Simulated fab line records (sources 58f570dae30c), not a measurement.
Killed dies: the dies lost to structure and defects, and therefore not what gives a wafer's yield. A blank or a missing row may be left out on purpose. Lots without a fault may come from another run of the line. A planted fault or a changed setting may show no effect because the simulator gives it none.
Struck lot and sound lot, side by side + flow berkeleyCmos170 + 15 steps out of a route of 331
Sound: the wafers L608.2, L608.4, L608.6. Wafers L600.1, L600.3, L600.4 were the ones struck. Last of all comes the cause.
Per side, at each step with rows, come the tool, then ch with its chambers, and then its first start. Under that, the readings that differ: sound wafers + struck wafers + difference of the means + sigmas: that difference in standard deviations of wafers without a fault.
alike: words and numbers the same on both sides, and readings whose means are apart by under 2 such deviations; not compared: readings that were withheld, readings missing a value for some wafer, numbers with overlapping values and no deviation given by the record, and bounds like >300 which may hide the same value.
The two part at a step that has a row with sigmas, a row that says differs or no value, or rows on one side only. Non-overlapping numbers with no deviation appear without sigmas and do not part them. A reading missing from all wafers of one side parts the sides only when that side holds two or more wafers.

first, 1 step without rows for these wafers: UCB170_M2_PRE_CLEAN_00 (preclean etch time 60 s).
UCB170_M2_SPUTTER_01: material Al, target thk 900 nm, time 120 s.
  sound on pvdSputter-03, day 16 06:25; struck on pvdSputter-04, day 10 11:13
| reading              | sound          | struck         | difference | sigmas |
|----------------------|----------------|----------------|------------|--------|
| throttleValvePct (%) | 28.4 28.9 28.5 | 30.2 31.2 31.7 | +2.4       | +3     |
  alike: chamberPressurePa
UCB170_M2_RS_MEAS_02: the measuring method here is four-point-probe.
  sound on filmMetro-03, day 16 06:31; struck on filmMetro-04, day 10 11:17
  alike: M2_AL_RS
UCB170_M2_THK_MEAS_03: measures by xrf.
  sound on filmMetro-03, day 16 06:38; struck on filmMetro-04, day 10 11:25
  alike: M2_AL_THK
then, 3 steps without rows for these wafers: UCB170_M2_HMDS_04 (prime time 60 s); UCB170_M2_COAT_05 (resist thk 900 nm); UCB170_M2_SOFTBAKE_06 (time 60 s).
UCB170_M2_STRIP_07: strips in O2.
  sound on plasmaAsher-04 ch 0,1, day 16 07:46; struck on plasmaAsher-04 ch 0,1, day 10 12:46
  alike: drypumpMotorCurrentA, oesProductAu, stripTimeToEndpointS
  not compared: rfHoursCounterH
then, 4 steps without rows for these wafers: UCB170_M2_STRIP_08 (strips KrF in DMSO, time 600 s); UCB170_M2_COAT_09; UCB170_M2_COAT_10 (resist thk 900 nm); UCB170_M2_SOFTBAKE_11 (time 60 s).
UCB170_M2_EXPOSE_12: exposes mask METAL2, target cd 700 nm.
  sound on krfScanner-02 ch 0, day 16 10:10; struck on krfScanner-01 ch 0, day 10 13:40
| reading                  | sound                | struck            | difference | sigmas |
|--------------------------|----------------------|-------------------|------------|--------|
| model.M2.overlayXNm (nm) | -6.564 -6.564 -6.564 | 8.749 8.749 8.749 | +15.313    |        |
  alike: mask, focusOffsetNm
next, for these wafers, 1 step has no rows: UCB170_M2_PEB_13.
UCB170_M3_PROBE_99:
  the record has rows for the struck wafers here (prober-02, day 10 20:59) and none for the sound ones

WHERE THEY PART
Last at UCB170_M3_PROBE_99 as far as this record goes, first at UCB170_M2_SPUTTER_01.

WHY: whatever the simulator had introduced
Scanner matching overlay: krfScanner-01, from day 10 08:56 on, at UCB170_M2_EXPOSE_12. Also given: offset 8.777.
